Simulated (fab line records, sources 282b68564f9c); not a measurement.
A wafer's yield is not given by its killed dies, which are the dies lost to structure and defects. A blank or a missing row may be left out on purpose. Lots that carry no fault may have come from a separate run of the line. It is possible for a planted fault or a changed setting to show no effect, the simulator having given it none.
fab line records | flow ritCmos
[record] lots = 6 | wafers = 18 | lastDay = 7
route steps=202 shown NWELL@36 PWELL@39 WELLDRIVE@50 NRETRO@53 PRETRO@64 GATE@75
lots with no fault: from the same line, run without faults
startH: hours from the record's opening day to when the first of the lot's shown wafers began | waitH: how many hours have passed since the lot's step before this one | " the same as in the row above | L1.1+2: a row that stands for several wafers | - no value present, or no start provided | * or withheld: withheld | < > ~ a bound
route shown NAME@n: a module of which the file shows steps, and the number in the route of the first | usual: average and standard deviation across the fault-free wafers | same: alike in all rows | chamber/n: place in a boat | sites: the reading at each site | _std_site: standard deviation across them | _edge_site: mean of outer sites minus mean of inner sites | radiusMm: how far each site lies from the wafer's centre | mask NAME#n: copy n | behind: the most recent tool/chamber to have shaped the wafer | hold: what put the lot on hold/how long, in hours/how the hold closed | device: transistor that didn't switch, given as n, p or np | end of line: the same wafers' tests at the end of the route | a step with no rows: only its recipe | killed: dies lost to structure and defects at the first sort, not the wafer's yield | map: a wafer's dies, marking killed ones x, the rest . and places with no die _
set.NAME: the setting the step ran with; set.NAME@STEP: the setting that earlier step ran with | model.NAME: the simulator's own value behind a step, which no gauge read
lots at selected steps of the route; one table per step, one row per wafer
services: a tool's chamber out of use, with start hour (startH, from the record's first day; less than 0 if before it), hours out, and reason
[[steps]]
[step RIT_NWELL_IMPLANT_08]
[recipe] species = P | energyKev = 170 | doseCm2 = 5e+13 | tiltDeg = 7
[step RIT_NWELL_STRIP_09]
[recipe] chemistry = O2 | timeS = 180 | resist = NOVOLAK | platenTempC = withheld | powerW = 500 | pressureMtorr = 4000 | o2FlowSccm = 4000
[usual] chamberPressureMTorr = 4000/4 | drypumpMotorCurrentA = 5.8/0.46
[same] timeS = 180
lot.wafer | tool           | chamber | startH | waitH | chamberPressureMTorr | drypumpMotorCurrentA | rfHoursCounterH
L996.3    | plasmaAsher-04 | 1       | 29.27  | 0.1   | 3997                 | 6.1                  | -
L996.4    | "              | 0       | "      | "     | 3993                 | 6.5                  | -
L996.6    | "              | 1       | "      | "     | 4001                 | 6.1                  | -
L101.1    | plasmaAsher-03 | 1       | 52.29  | 0.1   | 3995                 | 5.6                  | 41
L101.4    | "              | 0       | "      | "     | 4000                 | 5.6                  | -
L101.5    | "              | 1       | "      | "     | 3999                 | 5.6                  | -
L104.2    | plasmaAsher-01 | 0       | 69.05  | 0.1   | 4003                 | 5.7                  | 27
L104.4    | "              | 0       | "      | "     | 4004                 | 5.7                  | -
L104.6    | "              | 0       | "      | "     | 3999                 | 5.7                  | -
L105.1    | plasmaAsher-01 | 1       | 72.24  | 0.1   | 4003                 | 5.1                  | 28
L105.2    | "              | 0       | "      | "     | 4005                 | 5.7                  | 28
L105.3    | "              | 1       | "      | "     | 3999                 | 5.1                  | -
L111.1    | plasmaAsher-03 | 1       | 102.75 | 0.1   | 4000                 | 5.6                  | 46
L111.4    | "              | 0       | "      | "     | 4003                 | 5.6                  | -
L111.5    | "              | 0       | "      | "     | 3993                 | 5.6                  | -
L114.1    | plasmaAsher-03 | 1       | 117.87 | 0.1   | 3998                 | 5.6                  | 0
L114.5    | "              | 1       | "      | "     | 4001                 | 5.5                  | -
L114.6    | "              | 0       | "      | "     | 3999                 | 5.7                  | -
[step RIT_NWELL_TW_MEAS_10]
[usual] NWELL_TW = 2130/11
lot.wafer | tool         | chamber | startH | waitH | NWELL_TW
L996.3    | filmMetro-03 | -       | 29.41  | 0.1   | 2129
L996.4    | "            | -       | "      | "     | 2129
L996.6    | "            | -       | "      | "     | 2127
L101.1    | filmMetro-04 | -       | 52.47  | 0.1   | 2139
L101.4    | "            | -       | "      | "     | 2144
L101.5    | "            | -       | "      | "     | 2144
L104.2    | filmMetro-03 | -       | 69.24  | 0.1   | 2133
L104.4    | "            | -       | "      | "     | 2130
L104.6    | "            | -       | "      | "     | 2129
L105.1    | filmMetro-01 | -       | 72.41  | 0.1   | 2110
L105.2    | "            | -       | "      | "     | 2117
L105.3    | "            | -       | "      | "     | 2111
L111.1    | filmMetro-03 | -       | 102.92 | 0.1   | 2143
L111.4    | "            | -       | "      | "     | 2148
L111.5    | "            | -       | "      | "     | 2149
L114.1    | filmMetro-03 | -       | 118.04 | 0.1   | 2128
L114.5    | "            | -       | "      | "     | 2129
L114.6    | "            | -       | "      | "     | 2136
[step RIT_PWELL_HMDS_00]
[recipe] primeTimeS = 60 | primeTempC = 140
[step RIT_PWELL_COAT_01]
[recipe] resist = NOVOLAK | spinRpm = 2000 | resistThkNm = 1300
[step RIT_PWELL_SOFTBAKE_02]
[recipe] resist = NOVOLAK | tempC = 90 | timeS = 60
[step RIT_PWELL_EXPOSE_03]
[recipe] maskId = M3 | na = 0.57 | targetCdNm = 43700 | doseMj = 250
[step RIT_PWELL_PEB_04]
[recipe] resist = NOVOLAK | tempC = withheld | timeS = withheld
[step RIT_PWELL_DEVELOP_05]
[recipe] resist = NOVOLAK | developTimeS = 68 | devTempC = 23
[step RIT_PWELL_OVL_MEAS_06]
[usual] PWELL_OVL = -0.6/1.3
lot.wafer | tool       | chamber | startH | waitH | PWELL_OVL[nm]
L996.3    | overlay-02 | -       | 30.46  | -     | -0.1
L996.4    | "          | -       | "      | "     | -0.4
L996.6    | "          | -       | "      | "     | 0.0
L101.1    | overlay-02 | -       | 53.53  | -     | 0.4
L101.4    | "          | -       | "      | "     | 0.4
L101.5    | "          | -       | "      | "     | 1.1
L104.2    | overlay-02 | -       | 70.17  | -     | -2.1
L104.4    | "          | -       | "      | "     | -0.6
L104.6    | "          | -       | "      | "     | -2.0
L105.1    | overlay-01 | -       | 73.58  | -     | -0.3
L105.2    | "          | -       | "      | "     | -2.6
L105.3    | "          | -       | "      | "     | -2.7
L111.1    | overlay-02 | -       | 104.00 | -     | -0.4
L111.4    | "          | -       | "      | "     | -1.7
L111.5    | "          | -       | "      | "     | -0.6
L114.1    | overlay-02 | -       | 119.11 | -     | 0.6
L114.5    | "          | -       | "      | "     | 2.4
L114.6    | "          | -       | "      | "     | 2.3
[step RIT_PWELL_HARDBAKE_07]
[recipe] resist = NOVOLAK | tempC = 140 | timeS = 120
[step RIT_PWELL_IMPLANT_08]
[recipe] species = B | energyKev = 170 | doseCm2 = 7e+13 | tiltDeg = 7
[step RIT_PWELL_STRIP_09]
[recipe] chemistry = O2 | timeS = 180 | resist = NOVOLAK | platenTempC = withheld | powerW = 500 | pressureMtorr = 4000 | o2FlowSccm = 4000
[usual] chamberPressureMTorr = 4000/3.7 | drypumpMotorCurrentA = 5.8/0.47 | timeS = 180/0
lot.wafer | tool           | chamber | startH | waitH | chamberPressureMTorr | drypumpMotorCurrentA | rfHoursCounterH | timeS | model.NOVOLAK_of_PWELL_COAT_01.thkNm
L996.3    | plasmaAsher-02 | 0       | 30.95  | 0.1   | 3999                 | 5.4                  | -               | 180   | 0
L996.4    | "              | 1       | "      | "     | 3996                 | 5.5                  | -               | 180   | 0
L996.6    | "              | 0       | "      | "     | 4007                 | 5.4                  | -               | 180   | 0
L101.1    | plasmaAsher-01 | 0       | 53.97  | 0.1   | 4003                 | 5.7                  | 26              | 180   | 0
L101.4    | "              | 1       | "      | "     | 4007                 | 5.1                  | -               | 180   | 0
L101.5    | "              | 1       | "      | "     | 4003                 | 5.1                  | -               | 180   | 0
L104.2    | plasmaAsher-04 | 1       | 70.60  | 0.1   | -                    | -                    | -               | -     | 1140
L104.4    | "              | 1       | "      | "     | -                    | -                    | -               | -     | 1139
L104.6    | "              | 1       | "      | "     | -                    | -                    | -               | -     | 1139
L105.1    | plasmaAsher-02 | 1       | 74.02  | 0.1   | -                    | -                    | -               | -     | 1137
L105.2    | "              | 0       | "      | "     | -                    | -                    | -               | -     | 1138
L105.3    | "              | 0       | "      | "     | -                    | -                    | -               | -     | 1136
L111.1    | plasmaAsher-04 | 0       | 104.54 | 0.1   | 4003                 | 6.5                  | 46              | 180   | 0
L111.4    | "              | 1       | "      | "     | 3989                 | 6.1                  | -               | 180   | 0
L111.5    | "              | 1       | "      | "     | 3995                 | 6.1                  | -               | 180   | 0
L114.1    | plasmaAsher-02 | 0       | 119.54 | 0.1   | 3998                 | 5.5                  | 47              | 180   | 0
L114.5    | "              | 1       | "      | "     | 4006                 | 5.5                  | -               | 180   | 0
L114.6    | "              | 0       | "      | "     | 4002                 | 5.5                  | -               | 180   | 0
[step RIT_PWELL_TW_MEAS_10]
[usual] PWELL_TW = 946/5.4
lot.wafer | tool         | chamber | startH | waitH | PWELL_TW
L996.3    | filmMetro-04 | -       | 31.08  | 0.1   | 955
L996.4    | "            | -       | "      | "     | 950
L996.6    | "            | -       | "      | "     | 949
L101.1    | filmMetro-03 | -       | 54.14  | 0.1   | 944
L101.4    | "            | -       | "      | "     | 940
L101.5    | "            | -       | "      | "     | 943
L104.2    | filmMetro-03 | -       | 70.79  | 0.1   | 936
L104.4    | "            | -       | "      | "     | 943
L104.6    | "            | -       | "      | "     | 941
L105.1    | filmMetro-03 | -       | 74.19  | 0.1   | 944
L105.2    | "            | -       | "      | "     | 942
L105.3    | "            | -       | "      | "     | 956
L111.1    | filmMetro-03 | -       | 104.71 | 0.1   | 946
L111.4    | "            | -       | "      | "     | 948
L111.5    | "            | -       | "      | "     | 950
L114.1    | filmMetro-01 | -       | 119.72 | 0.1   | 948
L114.5    | "            | -       | "      | "     | 948
L114.6    | "            | -       | "      | "     | 943
[step RIT_WELLDRIVE_ANNEAL_00]
[recipe] tempC = 1100 | timeS = 14700 | ambient = N2
[step RIT_WELLDRIVE_RS_MEAS_01]
[recipe] thkMeasGauge = four-point-probe
[usual] NWELL_RS = 275.5/0.69
lot.wafer | tool         | chamber | startH | waitH | NWELL_RS[ohm/sq]
L996.3    | filmMetro-01 | -       | 37.18  | 0.0   | 274.1
L996.4    | "            | -       | "      | "     | 274.3
L996.6    | "            | -       | "      | "     | 275.9
L101.1    | filmMetro-03 | -       | 60.28  | 0.0   | 274.7
L101.4    | "            | -       | "      | "     | 275.6
L101.5    | "            | -       | "      | "     | 275.3
L104.2    | filmMetro-01 | -       | 77.17  | 0.0   | 275.2
L104.4    | "            | -       | "      | "     | 274.6
L104.6    | "            | -       | "      | "     | 274.3
L105.1    | filmMetro-04 | -       | 81.83  | 0.0   | 276.7
L105.2    | "            | -       | "      | "     | 277.0
L105.3    | "            | -       | "      | "     | 276.6
L111.1    | filmMetro-01 | -       | 110.63 | 0.0   | 275.1
L111.4    | "            | -       | "      | "     | 275.2
L111.5    | "            | -       | "      | "     | 275.4
L114.1    | filmMetro-03 | -       | 125.49 | 0.0   | 276.6
L114.5    | "            | -       | "      | "     | 276.8
L114.6    | "            | -       | "      | "     | 276.2
[step RIT_WELLDRIVE_RS_MEAS_02]
[recipe] thkMeasGauge = four-point-probe
[usual] PWELL_RS = 429.5/1.1
lot.wafer | tool         | chamber | startH | waitH | PWELL_RS[ohm/sq]
L996.3    | filmMetro-01 | -       | 37.30  | 0.1   | 429.5
L996.4    | "            | -       | "      | "     | 430.6
L996.6    | "            | -       | "      | "     | 430.1
L101.1    | filmMetro-03 | -       | 60.40  | 0.1   | 429.1
L101.4    | "            | -       | "      | "     | 428.4
L101.5    | "            | -       | "      | "     | 428.2
L104.2    | filmMetro-01 | -       | 77.29  | 0.1   | 429.4
L104.4    | "            | -       | "      | "     | 429.8
L104.6    | "            | -       | "      | "     | 429.5
L105.1    | filmMetro-04 | -       | 81.95  | 0.1   | 432.3
L105.2    | "            | -       | "      | "     | 431.0
L105.3    | "            | -       | "      | "     | 430.9
L111.1    | filmMetro-01 | -       | 110.75 | 0.1   | 429.3
L111.4    | "            | -       | "      | "     | 428.9
L111.5    | "            | -       | "      | "     | 430.5
L114.1    | filmMetro-03 | -       | 125.61 | 0.1   | 428.2
L114.5    | "            | -       | "      | "     | 429.0
L114.6    | "            | -       | "      | "     | 429.1
[step RIT_NRETRO_HMDS_00]
[recipe] primeTimeS = 60 | primeTempC = 140
[step RIT_NRETRO_COAT_01]
[recipe] resist = NOVOLAK | spinRpm = 2000 | resistThkNm = 1300
[step RIT_NRETRO_SOFTBAKE_02]
[recipe] resist = NOVOLAK | tempC = 90 | timeS = 60
[step RIT_NRETRO_EXPOSE_03]
[recipe] maskId = M4 | na = 0.57 | targetCdNm = 43900 | doseMj = 250
[step RIT_NRETRO_PEB_04]
[recipe] resist = NOVOLAK | tempC = withheld | timeS = withheld
[step RIT_NRETRO_DEVELOP_05]
[recipe] resist = NOVOLAK | developTimeS = 68 | devTempC = 23
[step RIT_NRETRO_OVL_MEAS_06]
[usual] NRETRO_OVL = -1.4/1.4
lot.wafer | tool       | chamber | startH | waitH | NRETRO_OVL[nm]
L996.3    | overlay-02 | -       | 38.39  | -     | -2.3
L996.4    | "          | -       | "      | "     | -1.8
L996.6    | "          | -       | "      | "     | -1.8
L101.1    | overlay-01 | -       | 61.55  | -     | -0.9
L101.4    | "          | -       | "      | "     | -1.9
L101.5    | "          | -       | "      | "     | -2.6
L104.2    | overlay-01 | -       | 78.28  | -     | 2.0
L104.4    | "          | -       | "      | "     | 1.6
L104.6    | "          | -       | "      | "     | 0.3
L105.1    | overlay-01 | -       | 83.20  | -     | -1.4
L105.2    | "          | -       | "      | "     | -2.1
L105.3    | "          | -       | "      | "     | -1.3
L111.1    | overlay-01 | -       | 111.87 | -     | -1.1
L111.4    | "          | -       | "      | "     | -2.9
L111.5    | "          | -       | "      | "     | -1.5
L114.1    | overlay-01 | -       | 126.74 | -     | -0.6
L114.5    | "          | -       | "      | "     | -0.2
L114.6    | "          | -       | "      | "     | 0.0
[step RIT_NRETRO_HARDBAKE_07]
[recipe] resist = NOVOLAK | tempC = 140 | timeS = 120
[step RIT_NRETRO_IMPLANT_08]
[recipe] species = P | energyKev = 70 | doseCm2 = 1e+13 | tiltDeg = 7
[step RIT_NRETRO_STRIP_09]
[recipe] chemistry = O2 | timeS = 180 | resist = NOVOLAK | platenTempC = withheld | powerW = 500 | pressureMtorr = 4000 | o2FlowSccm = 4000
[usual] chamberPressureMTorr = 4000/3.9 | drypumpMotorCurrentA = 5.48/0.18
[same] timeS = 180
lot.wafer | tool           | chamber | startH | waitH | chamberPressureMTorr | drypumpMotorCurrentA | rfHoursCounterH
L996.3    | plasmaAsher-01 | 0       | 38.88  | 0.1   | 4000                 | 5.61                 | -
L996.4    | "              | 1       | "      | "     | 4000                 | 5.15                 | -
L996.6    | "              | 1       | "      | "     | 3999                 | 5.14                 | -
L101.1    | plasmaAsher-02 | 0       | 61.99  | 0.1   | 4004                 | 5.44                 | 41
L101.4    | "              | 0       | "      | "     | 4001                 | 5.46                 | -
L101.5    | "              | 1       | "      | "     | 3995                 | 5.52                 | -
L104.2    | plasmaAsher-02 | 0       | 78.71  | 0.1   | 3999                 | 5.45                 | 43
L104.4    | "              | 0       | "      | "     | 4004                 | 5.49                 | -
L104.6    | "              | 1       | "      | "     | 4003                 | 5.50                 | -
L105.1    | plasmaAsher-01 | 1       | 83.64  | 0.1   | 3996                 | 5.12                 | 29
L105.2    | "              | 0       | "      | "     | 4006                 | 5.67                 | 29
L105.3    | "              | 0       | "      | "     | 3999                 | 5.66                 | -
L111.1    | plasmaAsher-02 | 0       | 112.31 | 0.1   | 3998                 | 5.43                 | 46
L111.4    | "              | 0       | "      | "     | 4008                 | 5.44                 | -
L111.5    | "              | 0       | "      | "     | 4002                 | 5.45                 | -
L114.1    | plasmaAsher-02 | 1       | 127.17 | 0.1   | 3998                 | 5.49                 | 48
L114.5    | "              | 1       | "      | "     | 3998                 | 5.50                 | -
L114.6    | "              | 0       | "      | "     | 4003                 | 5.43                 | -
[step RIT_NRETRO_TW_MEAS_10]
[usual] NRETRO_TW = 1047/4.3
lot.wafer | tool         | chamber | startH | waitH | NRETRO_TW
L996.3    | filmMetro-03 | -       | 39.01  | 0.1   | 1045
L996.4    | "            | -       | "      | "     | 1043
L996.6    | "            | -       | "      | "     | 1046
L101.1    | filmMetro-02 | -       | 62.16  | 0.1   | 1055
L101.4    | "            | -       | "      | "     | 1055
L101.5    | "            | -       | "      | "     | 1052
L104.2    | filmMetro-02 | -       | 78.89  | 0.1   | 30
L104.4    | "            | -       | "      | "     | 30
L104.6    | "            | -       | "      | "     | 30
L105.1    | filmMetro-04 | -       | 83.81  | 0.1   | 30
L105.2    | "            | -       | "      | "     | 30
L105.3    | "            | -       | "      | "     | 30
L111.1    | filmMetro-02 | -       | 112.48 | 0.1   | 1051
L111.4    | "            | -       | "      | "     | 1045
L111.5    | "            | -       | "      | "     | 1049
L114.1    | filmMetro-02 | -       | 127.35 | 0.1   | 1051
L114.5    | "            | -       | "      | "     | 1047
L114.6    | "            | -       | "      | "     | 1058
[step RIT_PRETRO_HMDS_00]
[recipe] primeTimeS = 60 | primeTempC = 140
[step RIT_PRETRO_COAT_01]
[recipe] resist = NOVOLAK | spinRpm = 2000 | resistThkNm = 1300
[step RIT_PRETRO_SOFTBAKE_02]
[recipe] resist = NOVOLAK | tempC = 90 | timeS = 60
[step RIT_PRETRO_EXPOSE_03]
[recipe] maskId = M5 | na = 0.57 | targetCdNm = 43700 | doseMj = 250
[step RIT_PRETRO_PEB_04]
[recipe] resist = NOVOLAK | tempC = withheld | timeS = withheld
[step RIT_PRETRO_DEVELOP_05]
[recipe] resist = NOVOLAK | developTimeS = 68 | devTempC = 23
[step RIT_PRETRO_OVL_MEAS_06]
[usual] PRETRO_OVL = 1.0/1.5
lot.wafer | tool       | chamber | startH | waitH | PRETRO_OVL[nm]
L996.3    | overlay-01 | -       | 40.14  | -     | 4.7
L996.4    | "          | -       | "      | "     | 4.2
L996.6    | "          | -       | "      | "     | 2.1
L101.1    | overlay-02 | -       | 63.10  | -     | 0.8
L101.4    | "          | -       | "      | "     | -0.2
L101.5    | "          | -       | "      | "     | 1.2
L104.2    | overlay-01 | -       | 79.95  | -     | -0.1
L104.4    | "          | -       | "      | "     | -0.7
L104.6    | "          | -       | "      | "     | 0.0
L105.1    | overlay-01 | -       | 84.88  | -     | 0.7
L105.2    | "          | -       | "      | "     | 2.1
L105.3    | "          | -       | "      | "     | -0.3
L111.1    | overlay-01 | -       | 113.43 | -     | -1.0
L111.4    | "          | -       | "      | "     | -1.5
L111.5    | "          | -       | "      | "     | 0.5
L114.1    | overlay-02 | -       | 128.44 | -     | 3.4
L114.5    | "          | -       | "      | "     | 1.4
L114.6    | "          | -       | "      | "     | 4.5
[step RIT_PRETRO_HARDBAKE_07]
[recipe] resist = NOVOLAK | tempC = 140 | timeS = 120
[step RIT_PRETRO_IMPLANT_08]
[recipe] species = B | energyKev = 45 | doseCm2 = 1.2e+13 | tiltDeg = 7
[step RIT_PRETRO_STRIP_09]
[recipe] chemistry = O2 | timeS = 180 | resist = NOVOLAK | platenTempC = withheld | powerW = 500 | pressureMtorr = 4000 | o2FlowSccm = 4000
[usual] chamberPressureMTorr = 4000/3.9 | drypumpMotorCurrentA = 5.62/0.28
[same] timeS = 180
lot.wafer | tool           | chamber | startH | waitH | chamberPressureMTorr | drypumpMotorCurrentA | rfHoursCounterH
L996.3    | plasmaAsher-02 | 0       | 40.62  | 0.1   | 4003                 | 5.44                 | -
L996.4    | "              | 1       | "      | "     | 3995                 | 5.48                 | -
L996.6    | "              | 1       | "      | "     | 4004                 | 5.53                 | -
L101.1    | plasmaAsher-03 | 0       | 63.54  | 0.1   | 4005                 | 5.65                 | 42
L101.4    | "              | 1       | "      | "     | 4001                 | 5.57                 | -
L101.5    | "              | 1       | "      | "     | 3998                 | 5.59                 | -
L104.2    | plasmaAsher-02 | 1       | 80.38  | 0.1   | 4003                 | 5.48                 | 43
L104.4    | "              | 0       | "      | "     | 4002                 | 5.46                 | -
L104.6    | "              | 1       | "      | "     | 3998                 | 5.47                 | -
L105.1    | plasmaAsher-03 | 0       | 85.31  | 0.1   | 4004                 | 5.65                 | 45
L105.2    | "              | 1       | "      | "     | 4002                 | 5.58                 | 45
L105.3    | "              | 0       | "      | "     | 3999                 | 5.63                 | -
L111.1    | plasmaAsher-02 | 1       | 113.86 | 0.1   | 4002                 | 5.52                 | 46
L111.4    | "              | 1       | "      | "     | 4004                 | 5.52                 | -
L111.5    | "              | 0       | "      | "     | 4009                 | 5.46                 | -
L114.1    | plasmaAsher-04 | 1       | 128.88 | 0.1   | 3997                 | 6.10                 | 48
L114.5    | "              | 1       | "      | "     | 3999                 | 6.11                 | -
L114.6    | "              | 0       | "      | "     | 4001                 | 6.54                 | -
[step RIT_PRETRO_TW_MEAS_10]
[usual] PRETRO_TW = 472.9/2.2
lot.wafer | tool         | chamber | startH | waitH | PRETRO_TW
L996.3    | filmMetro-02 | -       | 40.76  | 0.1   | 471.8
L996.4    | "            | -       | "      | "     | 474.6
L996.6    | "            | -       | "      | "     | 472.2
L101.1    | filmMetro-02 | -       | 63.71  | 0.1   | 474.8
L101.4    | "            | -       | "      | "     | 476.4
L101.5    | "            | -       | "      | "     | 472.9
L104.2    | filmMetro-01 | -       | 80.57  | 0.1   | 29.7
L104.4    | "            | -       | "      | "     | 29.6
L104.6    | "            | -       | "      | "     | 29.7
L105.1    | filmMetro-01 | -       | 85.49  | 0.1   | 29.6
L105.2    | "            | -       | "      | "     | 29.7
L105.3    | "            | -       | "      | "     | 29.7
L111.1    | filmMetro-01 | -       | 114.04 | 0.1   | 473.1
L111.4    | "            | -       | "      | "     | 471.7
L111.5    | "            | -       | "      | "     | 471.2
L114.1    | filmMetro-02 | -       | 129.06 | 0.1   | 476.4
L114.5    | "            | -       | "      | "     | 473.4
L114.6    | "            | -       | "      | "     | 476.6
[step RIT_GATE_WET_ETCH_00]
[recipe] chemistry = BOE | target = SiO2 | targetDepthNm = 56 | timeS = 60 | dry = n2Spin | dilution = 10:1 | tempC = 21.5
[[services]]
tool           | chamber | startH | hours | kind
plasmaAsher-03 | -       | 108.84 | 9.0   | pm
plasmaAsher-03 | 0       | 108.84 | 9.0   | ventCycle
plasmaAsher-03 | 1       | 108.84 | 9.0   | ventCycle
plasmaAsher-03 | 0       | 117.84 | -     | clean
plasmaAsher-03 | 1       | 117.84 | -     | clean
[[key]]
[firstSign] step = RIT_PWELL_STRIP_09 | reading = toolRecord | direction = missing
[effect] step = RIT_NRETRO_TW_MEAS_10 | reading = NRETRO_TW | direction = down | sigmas = 99+ | usual = 1047 | struck = 30
[effect] step = RIT_PRETRO_TW_MEAS_10 | reading = PRETRO_TW | direction = down | sigmas = 99+ | usual = 472.9 | struck = 29.7
[modelEffect] step = RIT_PWELL_STRIP_09 | value = NOVOLAK_of_PWELL_COAT_01.thkNm | without = 0 | struck = 1138
metAt RIT_PWELL_STRIP_09
struckWafers L104.2,L104.4,L104.6,L105.1,L105.2,L105.3
sortLeftOut L104.2,L104.4,L104.6,L105.1,L105.2,L105.3
testerLeftOut L104,L105
onsetBetween 30.95 70.60
[fault] kind = skippedStepWhole | tool = plasmaAsher-02,plasmaAsher-04 | chamber = - | onsetH = 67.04 | steps = RIT_PWELL_STRIP_09 | scope = struckLotsOnly
// testerLeftOut: of these lots the tester's yield and bins aren't shown, on N5 and GAA mostly nor the transistor test; their killed dies are dies lost to structure and defects alone, not to doping, threshold or leakage, so they don't give the yield
// sortLeftOut: the simulated sort isn't trusted on such a fault, so these wafers' sort isn't shown, and their yield isn't known
